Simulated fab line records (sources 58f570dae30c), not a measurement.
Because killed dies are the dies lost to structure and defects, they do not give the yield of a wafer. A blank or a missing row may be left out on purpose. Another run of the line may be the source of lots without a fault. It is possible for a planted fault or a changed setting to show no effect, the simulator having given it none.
What tool caused it? | flow berkeley_cmos170 | Sampling: 7 lots, 21 wafers, 3 of 331 route steps

WHAT THE GAUGES SHOWED, per wafer
UCB170_M2_CD_MEAS_15 targets a cd of 700 nm.
lot  | measured     | on        | cd_nm (nm)
L621 | day 8 00:29  | cd_sem-01 | 699.9 699.6 700.6
L623 | day 8 11:23  | cd_sem-02 | 700.6 701.3 701.6
L625 | day 9 05:39  | cd_sem-02 | 701.6 704.4 701.1
L624 | day 9 05:57  | cd_sem-02 | 701.4 701.8 700.9
L631 | day 10 02:48 | cd_sem-01 | 699.9 698.2 699.0
L635 | day 11 10:58 | cd_sem-02 | 696.6 696.8 698.1
L639 | day 12 06:23 | cd_sem-02 | 698.9 701.0 699.6

EACH LOT AND THE TOOL THAT RAN IT (in order: tool; ch and the chambers of the sampled wafers; start)
lot  | UCB170_M1_ETCH_11                  | UCB170_M2_HMDS_04
L621 | rie_diel-04 ch 0,1, day 7 13:08    | litho_track-04 ch 0, day 7 21:49
L623 | rie_diel-03 ch 1,2, day 8 02:19    | litho_track-01 ch 0, day 8 09:38
L625 | rie_diel-04 ch 0,1,2, day 8 17:55  | litho_track-01 ch 0, day 9 03:37
L624 | rie_diel-03 ch 2,3, day 8 21:07    | litho_track-04 ch 0, day 9 03:55
L631 | rie_diel-03 ch 1,3, day 9 18:26    | litho_track-01 ch 0, day 10 01:04
L635 | rie_diel-04 ch 0,1,3, day 11 00:57 | litho_track-02 ch 0, day 11 08:49
L639 | rie_diel-04 ch 1,2, day 11 22:20   | litho_track-01 ch 0, day 12 04:38
- UCB170_M1_ETCH_11: etches BARC in N2/H2.
- UCB170_M2_HMDS_04: prime time 60 s.

THE ANSWER, worked out from the rows above alone
Rule: the usual values come from the lots themselves. Put in order of their means at a reading, lots are off if they are a third of the lots or fewer, leave a main group of 4 or more, and stand apart from it by a gap of 3 or more times the standard deviation of the main group's means; of several such gaps the widest counts. A main group whose means are all the same, to the digits that the tables above print for the reading, isn't used. Also off: a lot with no number at a reading for which 4 or more lots have one. All remaining lots with rows at the step are treated as sound.
Across all readings shown, no lot is off: no conclusion can be drawn from this.

WHAT THE SIMULATOR PUT IN
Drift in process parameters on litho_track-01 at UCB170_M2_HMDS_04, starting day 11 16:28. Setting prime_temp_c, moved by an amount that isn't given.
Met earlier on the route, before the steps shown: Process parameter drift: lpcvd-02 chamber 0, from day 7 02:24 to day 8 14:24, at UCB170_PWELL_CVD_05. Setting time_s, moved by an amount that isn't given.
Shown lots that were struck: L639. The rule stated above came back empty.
